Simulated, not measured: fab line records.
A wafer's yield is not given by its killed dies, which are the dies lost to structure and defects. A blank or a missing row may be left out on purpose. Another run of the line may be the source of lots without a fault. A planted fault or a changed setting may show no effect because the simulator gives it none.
Problem report in the 8D (eight disciplines) form, filled by code    flow berkeley-cmos170    the parts of the form that need people (team, actions taken, sign-off) are left out

== 1. WHAT WENT WRONG ==
spin-speed-rpm at UCB170_M3_COAT_05 reads a mean of 1525.6 rpm on 3 wafers of 1 lot; wafers without a fault read 1499.7 rpm with a standard deviation of 1.2. Measured from the usual mean, that is +22 standard deviations.
The step: resist thk 900 nm.
The first sign was on wafer L183.1 at day 10 12:07, on litho-track-03. At this step, 39 wafers from 13 lots have a number in the record. Rule for "out" (also "out of limits"): further than 4 standard deviations from the usual mean. The other wafers with a number count as sound.

== 2. WHAT THIS IS AND IS NOT ==
question                     is                      is not
which readings at this step  spin-speed-rpm          chill-plate-temp-C, resist-line-temp-C
which lots                   L183                    L171, L173, L174, L175, L176, L177, L178, L181, L182, L185, L187, L188
which wafers of those lots   all that have a number  -
read on which tools          litho-track-03          litho-track-01, litho-track-04
when                         from day 10 12:07       up to then (27 sound wafers); but 9 sound wafers of L185, L187, L188 came after

== 3. SUSPECTS, AND WHAT RULES EACH OUT ==
Counting: any tool at a process step up to the reading is kept as a suspect provided that every lot that is out went through it and no sound lot did after the first of them.
- plasma-asher-04 at UCB170_V2_STRIP_15 (strips in O2): kept. It ran the lot that is out, L183 (day 10 11:25), and no sound lot after that; its last sound lot up to then is L182 (day 10 03:07).
- litho-track-03 at UCB170_M3_COAT_05 (resist thk 900 nm): kept. It ran the lot that is out, L183 (day 10 12:07), and no sound lot after that; its last sound lot up to then is L182 (day 10 03:55). Its own spin-speed-rpm readings are out on those wafers.
The count leaves litho-track-03 at UCB170_M3_COAT_05 and plasma-asher-04 at UCB170_V2_STRIP_15.

== 4. THE CAUSE (what the simulator had put in) ==
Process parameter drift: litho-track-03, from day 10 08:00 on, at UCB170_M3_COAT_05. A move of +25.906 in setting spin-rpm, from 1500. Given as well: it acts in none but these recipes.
Counting left 2 suspects, and this tool is among them.

== 5. SEQUENCE OF EFFECTS, ordered by route ==
Each row: a reading where the mean over the struck wafers with a number is more than 3 standard deviations away from the usual. Only readings for which the record gives a usual standard deviation are gone through. hours: the time from each lot's start at the first step in this table that gives one to its start at this step, as a median over the lots. sigmas: the change in usual standard deviations.
hours  step               reading         usual       on struck wafers  change  sigmas
0      UCB170_M3_COAT_05  spin-speed-rpm  1499.7 rpm  1525.6            +25.9   +22
Process steps it contains:
- UCB170_M3_COAT_05: resist thk 900 nm.
At these later measuring or inspecting steps, every struck wafer for which the step has a row has a number for every such reading, and none has moved that far: UCB170_M3_OVL_MEAS_16.

== 6. WHAT WOULD HAVE CAUGHT IT SOONER ==
In this record no reading fell out of limits until day 10 12:07, 4 hours after the fault had begun at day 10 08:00.
